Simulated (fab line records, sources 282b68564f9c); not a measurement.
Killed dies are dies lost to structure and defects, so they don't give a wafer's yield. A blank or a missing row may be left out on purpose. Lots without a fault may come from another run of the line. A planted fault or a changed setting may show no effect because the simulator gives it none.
A struck lot beside a sound one | flow rit_cmos | 15 steps out of a route of 202
Sound: wafers L442.2, L442.5, L442.6. Struck: wafers L446.1, L446.4, L446.5. The cause comes at the end.
At each step with rows: each side's tool, then ch and its chambers, then its first start. Under that, the readings that differ: sound wafers | struck wafers | difference of the means | sigmas: that difference in standard deviations of wafers without a fault.
alike: readings whose means differ by less than 2 such deviations, and words and numbers that are the same on both sides. not compared: withheld readings, readings that some wafer has no value for, bounds like >300 that may hide the same value, and numbers for which the record gives no deviation and whose values overlap.
The two part at a step that has a row with sigmas, a row that says differs or no value, or rows on one side only. Numbers that don't overlap but have no deviation are shown without sigmas and don't part them. A reading that every wafer of one side lacks parts them only if that side has two wafers or more.

first, 1 step without rows for these wafers: RIT_NSD_IMPLANT_08.
RIT_NSD_STRIP_09: strips in O2, time 180 s.
  sound on plasma_asher-01 ch 0,1, day 3 12:13; struck on plasma_asher-01 ch 1, day 4 03:55
  alike: drypump_motor_current_A, run_length_s
  not compared: rf_hours_counter_h
RIT_NSD_TW_MEAS_10:
  sound on film_metro-03, day 3 12:24; struck on film_metro-04, day 4 04:05
  alike: NSD_TW
then, 6 steps without rows for these wafers: RIT_PSD_HMDS_00 (prime time 60 s); RIT_PSD_COAT_01 (resist thk 1000 nm); RIT_PSD_SOFTBAKE_02 (time 60 s); RIT_PSD_EXPOSE_03 (exposes mask M10, target cd 40900 nm); RIT_PSD_PEB_04; RIT_PSD_DEVELOP_05 (develop time 50 s).
RIT_PSD_OVL_MEAS_06:
  sound on overlay-01, day 3 13:26; struck on overlay-01, day 4 05:00
  alike: PSD_OVL
then, 2 steps without rows for these wafers: RIT_PSD_HARDBAKE_07 (time 60 s); RIT_PSD_IMPLANT_08.
RIT_PSD_STRIP_09: strips in O2, time 180 s.
  sound on plasma_asher-01 ch 0,1, day 3 13:46; struck on plasma_asher-01 ch 0,1, day 4 05:20
  reading                                  | sound             | struck            | difference | sigmas
  run_length_s (s)                         | 208.1 208.5 208.5 | 117.1 117.3 117.1 | -91.2      | -99 or more
  model.NOVOLAK_of_PSD_COAT_01.thk_nm (nm) | 0 0 0             | 188.3 189.1 187.8 | +188.4     |
  alike: drypump_motor_current_A
  not compared: rf_hours_counter_h
RIT_PSD_TW_MEAS_10:
  sound on film_metro-04, day 3 13:57; struck on film_metro-01, day 4 05:31
  reading | sound          | struck         | difference | sigmas
  PSD_TW  | 3378 3381 3369 | 3433 3462 3424 | +64        | +3
RIT_M1_PROBE_99:
  sound on prober-02, day 3 22:13; struck on prober-02, day 4 13:25
  reading             | sound | struck      | difference | sigmas
  killed_at_front_end | 8 8 8 | 264 264 264 | +256       | +85
  killed_dies         | 8 8 8 | 264 264 264 | +256       | +85
  killed_on_rim       | 1 2 3 | 70 70 70    | +68        | +49
  alike: killed_open, killed_short

WHERE THEY PART
First at RIT_PSD_STRIP_09; last, within this record, at RIT_M1_PROBE_99.

WHY: what the simulator had put in
Strip aborted: plasma_asher-01, from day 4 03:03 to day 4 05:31, at RIT_PSD_STRIP_09. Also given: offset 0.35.
